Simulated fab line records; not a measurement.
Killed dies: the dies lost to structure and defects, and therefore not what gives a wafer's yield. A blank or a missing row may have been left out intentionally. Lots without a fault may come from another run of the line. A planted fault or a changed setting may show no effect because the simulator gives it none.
Tool commonality check | flow berkeley_cmos170 | 14 lots, 42 wafers sampled

## REASON IT WAS OPENED
At UCB170_NWELL_TW_MEAS_16 the reading NWELL_TW is flagged on 2 of 14 lots. Wafers without a fault read 1238, standard deviation 7.2.
Rule: a lot is flagged when every wafer of it that has a number lies more than 4 standard deviations from that mean, or none has a number. The other lots count as sound.

lot  | measured    | on            | NWELL_TW, wafer by wafer | flag
L856 | day 2 15:22 | film_metro-02 | 1229 1232 1235           |
L857 | day 2 20:52 | film_metro-02 | 1234 1226 1231           |
L858 | day 3 06:36 | film_metro-01 | 1233 1235 1236           |
L861 | day 3 14:56 | film_metro-02 | 1238 1233 1234           |
L860 | day 3 15:11 | film_metro-01 | 1240 1245 1239           |
L859 | day 3 15:11 | film_metro-04 | 1243 1240 1236           |
L862 | day 4 05:37 | film_metro-02 | 1234 1234 1235           |
L864 | day 4 11:38 | film_metro-01 | 1284 1289 1282           | FLAGGED
L865 | day 4 12:11 | film_metro-02 | 1230 1232 1229           |
L870 | day 5 07:08 | film_metro-01 | 1290 1295 1292           | FLAGGED
L873 | day 6 06:59 | film_metro-04 | 1237 1241 1232           |
L876 | day 6 13:41 | film_metro-04 | 1230 1234 1235           |
L878 | day 7 05:32 | film_metro-04 | 1234 1228 1228           |
L879 | day 7 05:40 | film_metro-01 | 1233 1233 1238           |
The numbers of the flagged lots are 1289 on average: +51 against the usual, or +7 standard deviations.

## LOT BY LOT: THE TOOL USED
The record holds 1 process step before the reading, out of a route of 331 steps. In each cell: the tool, then ch and the chambers that the sampled wafers went through, then the start.
lot  | flag    | UCB170_NWELL_IMPLANT_14
L856 |         | implanter-03 ch 0, day 2 15:07
L857 |         | implanter-02 ch 0, day 2 20:38
L858 |         | implanter-03 ch 0, day 3 06:21
L861 |         | implanter-02 ch 0, day 3 14:41
L860 |         | implanter-03 ch 0, day 3 14:58
L859 |         | implanter-04 ch 0, day 3 14:57
L862 |         | implanter-03 ch 0, day 4 05:23
L864 | FLAGGED | implanter-03 ch 0, day 4 11:24
L865 |         | implanter-04 ch 0, day 4 11:57
L870 | FLAGGED | implanter-03 ch 0, day 5 06:55
L873 |         | implanter-02 ch 0, day 6 06:45
L876 |         | implanter-02 ch 0, day 6 13:20
L878 |         | implanter-04 ch 0, day 7 05:17
L879 |         | implanter-02 ch 0, day 7 05:26
These steps, and what they do:
- UCB170_NWELL_IMPLANT_14
- UCB170_NWELL_TW_MEAS_16

## FLAGGED OVER TOTAL, TOOL BY TOOL (the gauges that took the reading come last)
step                    | tool          | lots run | flagged | share of the flagged lots | sound lots run after its first flagged lot
UCB170_NWELL_IMPLANT_14 | implanter-02  | 5        | 0       | none                      | -
UCB170_NWELL_IMPLANT_14 | implanter-03  | 6        | 2       | all                       | 0
UCB170_NWELL_IMPLANT_14 | implanter-04  | 3        | 0       | none                      | -
UCB170_NWELL_TW_MEAS_16 | film_metro-01 | 5        | 2       | all                       | 1 (L879)
UCB170_NWELL_TW_MEAS_16 | film_metro-02 | 5        | 0       | none                      | -
UCB170_NWELL_TW_MEAS_16 | film_metro-04 | 4        | 0       | none                      | -

## WHAT THE TABLE ALLOWS
implanter-03 at UCB170_NWELL_IMPLANT_14 and film_metro-01 at UCB170_NWELL_TW_MEAS_16 are the 2 rows of the table that ran each flagged lot.
- implanter-03 at UCB170_NWELL_IMPLANT_14: 2 of its 6 lots flagged. Last sound lot L862 at day 4 05:23, first flagged lot L864 at day 4 11:24; a fault beginning in between fits. Its own readings (dose_ions_cm2, faraday_current_uA) fall more than 4 standard deviations out on all wafers of the flagged lots.
- film_metro-01 at UCB170_NWELL_TW_MEAS_16: 2 of its 5 lots flagged. After the first flagged lot (L879), sound lots still ran on it; a lasting fault on the whole tool would not permit that.
Just one tool remains: implanter-03 at UCB170_NWELL_IMPLANT_14.

## WHAT WAS PUT IN BY THE SIMULATOR
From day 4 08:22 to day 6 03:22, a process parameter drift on implanter-03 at UCB170_NWELL_IMPLANT_14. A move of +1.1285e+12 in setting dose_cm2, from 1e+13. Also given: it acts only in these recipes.
Lots struck among those shown: L864, L870. Same finding as the rule above.
